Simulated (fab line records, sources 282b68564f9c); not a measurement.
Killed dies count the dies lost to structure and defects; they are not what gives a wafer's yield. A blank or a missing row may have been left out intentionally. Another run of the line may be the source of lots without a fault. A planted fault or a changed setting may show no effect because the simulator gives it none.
Split-lot experiment | flow rit-cmos | on a route of 202 steps: 5 lots, 23 wafers read

## THE SPLIT
At RIT_NWELL_IMPLANT_08, the setting energy-kev was moved away from the recipe's 170 on 7 of the 23 wafers read, by +3.5% to +5.7%. All remaining wafers had this setting at the recipe value.

The reading is taken at the split's own step.

## THE READING
The simulator's own value implant.drp-nm, read by no gauge, in nm at RIT_NWELL_IMPLANT_08. The file does not state a usual value for it.

wafer  | tool, chamber at the split | energy-kev as run | against the recipe | implant.drp-nm, nm | against lot-mates on the recipe
L074.1 | implanter-04, 0            | 170               | recipe             | 68.82              | -
L074.4 | implanter-04, 0            | 170               | recipe             | 68.82              | -
L074.5 | implanter-04, 0            | 170               | recipe             | 68.82              | -
L076.1 | implanter-02, 0            | 175.9             | +3.5%              | 70.61              | +1.79
L076.4 | implanter-02, 0            | 175.9             | +3.5%              | 70.61              | +1.79
L076.6 | implanter-02, 0            | 175.9             | +3.5%              | 70.61              | +1.79
L076.2 | implanter-02, 0            | 170               | recipe             | 68.82              | -
L076.5 | implanter-02, 0            | 170               | recipe             | 68.82              | -
L077.1 | implanter-02, 0            | 170               | recipe             | 68.82              | -
L077.2 | implanter-02, 0            | 170               | recipe             | 68.82              | -
L077.3 | implanter-02, 0            | 170               | recipe             | 68.82              | -
L077.4 | implanter-02, 0            | 170               | recipe             | 68.82              | -
L077.5 | implanter-02, 0            | 170               | recipe             | 68.82              | -
L079.1 | implanter-04, 0            | 170               | recipe             | 68.82              | -
L079.5 | implanter-04, 0            | 170               | recipe             | 68.82              | -
L079.6 | implanter-04, 0            | 170               | recipe             | 68.82              | -
L079.3 | implanter-04, 0            | 177.7             | +4.5%              | 71.15              | +2.33
L079.4 | implanter-04, 0            | 177.7             | +4.5%              | 71.15              | +2.33
L083.1 | implanter-01, 0            | 170               | recipe             | 68.82              | -
L083.3 | implanter-01, 0            | 170               | recipe             | 68.82              | -
L083.4 | implanter-01, 0            | 170               | recipe             | 68.82              | -
L083.2 | implanter-01, 0            | 179.7             | +5.7%              | 71.74              | +2.92
L083.5 | implanter-01, 0            | 179.7             | +5.7%              | 71.74              | +2.92

FIT RESULTS
A straight line over all 23 wafers: implant.drp-nm changes by +0.513 nm for each +1% of energy-kev; r = +1.00; the points scatter about the line by 0.0044 nm.
The same after taking each lot's own level away (the mean of its wafers on the recipe; 23 wafers): +0.513 nm for each +1%; r = +1.00; scatter 0.0044 nm.
According to that fit, moving energy-kev by its largest amount changes the reading by 2.9 nm.
The lots' own levels span 68.820 to 68.820 nm.
Hence the lot-to-lot level has little effect on the slope; both slopes agree.
Check: +2.93 nm against its lot-mates is what the line predicts for one of the wafers moved furthest among these (+5.7%) when that wafer is left out of the fit. It came out at +2.92 nm against them.

## OTHER SPLITS APPLIED TO THESE WAFERS
Note: prior to the reading, these wafers also went through further splits. Each is held against what the fit with the lots' levels taken away leaves over:
other split on the same wafers     | wafers away from the commonest value | r with implant.drp-nm (lot level and that fit taken away)
RIT_ACTIVE_COAT_06 resist-thk-nm   | 8                                    | +0.23
RIT_ACTIVE_EXPOSE_08 dose-mj       | 8                                    | +0.30
RIT_ACTIVE_STRIP_14 pressure-mtorr | 15                                   | +0.63

## THE WHOLE CHAIN: every reading that the file lists as answering this split, in the file's order
step                 | what it does | reading                                                         | change (the file's fit)               | r (the file's)
RIT_NWELL_IMPLANT_08 |              | implant.rp-nm (the simulator's own value, which no gauge read)  | +2.14 nm for each +1% of the setting  | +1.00
RIT_NWELL_IMPLANT_08 |              | implant.drp-nm (the simulator's own value, which no gauge read) | +0.513 nm for each +1% of the setting | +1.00

## THE FILE'S OWN FIT
implant.drp-nm changes by +0.513 nm for each +1% of energy-kev, r = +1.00.
